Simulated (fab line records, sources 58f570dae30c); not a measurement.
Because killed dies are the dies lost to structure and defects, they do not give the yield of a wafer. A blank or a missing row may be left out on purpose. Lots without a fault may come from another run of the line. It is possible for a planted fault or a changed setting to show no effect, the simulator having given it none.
A lot that was struck, set against a sound lot || flow berkeleyCmos170 || 14 out of 331 route steps
Sound: the wafers L536.1, L536.2, L536.5. Wafers L541.1, L541.3, L541.6 were the ones struck. At the end, the cause is stated.
At each step with rows: each side's tool, then ch and its chambers, then its first start. Under that, the readings that differ: sound wafers || struck wafers || difference of the means || sigmas: that difference in standard deviations of wafers without a fault.
alike: words and numbers the same on both sides, and readings whose means are apart by under 2 such deviations; not compared: readings that were withheld, readings missing a value for some wafer, numbers with overlapping values and no deviation given by the record, and bounds like >300 which may hide the same value.
The two part at a step that has a row with sigmas, a row that says differs or no value, or rows on one side only. Numbers that have no deviation but don't overlap get no sigmas and don't part them. A reading that every wafer of one side lacks parts them only if that side has two wafers or more.

first, 2 steps without rows for these wafers: UCB170_PSD_PEB_04; UCB170_PSD_DEVELOP_05 (develop time 45 s).
UCB170_PSD_CD_MEAS_06: the cd target is 1200 nm.
  struck on cdSem-02, day 9 12:29; sound on cdSem-01, day 9 03:14
  alike: cdNm
UCB170_PSD_OVL_MEAS_07:
  struck on overlay-01, day 9 12:37; sound on overlay-02, day 9 03:22
  alike: PSD_OVL
then, 1 step without rows for these wafers: UCB170_PSD_IMPLANT_08.
UCB170_PSD_STRIP_09: strips in O2.
  sound on plasmaAsher-01 ch 0,1, day 9 03:33; struck on plasmaAsher-02 ch 1, day 9 12:47
  alike: drypumpMotorCurrentA, oesProductAu, stripTimeToEndpointS
  not compared: rfHoursCounterH
UCB170_PSD_TW_MEAS_10:
  struck on filmMetro-04, day 9 12:53; sound on filmMetro-04, day 9 03:39
  alike: PSD_TW
then, 5 steps without rows for these wafers: UCB170_PSD_CLEAN_11 (cleans in SPM, time 600 s); UCB170_NSD_HMDS_00 (prime time 60 s); UCB170_NSD_COAT_01 (resist thk 900 nm); UCB170_NSD_SOFTBAKE_02 (time 60 s); UCB170_NSD_EXPOSE_03 (exposes mask NSELECT MOD, target cd 1200 nm).
UCB170_NSD_PEB_04:
  sound on lithoTrack-02 ch 0, day 9 07:05; struck on lithoTrack-02, day 9 15:00
  no value came back on the struck wafers for chillPlateTempC (C), exhaustPa (Pa); on the sound wafers chillPlateTempC (C) reads 22.87 23.09 22.81
then, 1 step without rows for these wafers: UCB170_NSD_DEVELOP_05 (develop time 45 s).

## WHERE THEY PART
Within this record, at UCB170_NSD_PEB_04 only.

WHY: what had been put in by the simulator
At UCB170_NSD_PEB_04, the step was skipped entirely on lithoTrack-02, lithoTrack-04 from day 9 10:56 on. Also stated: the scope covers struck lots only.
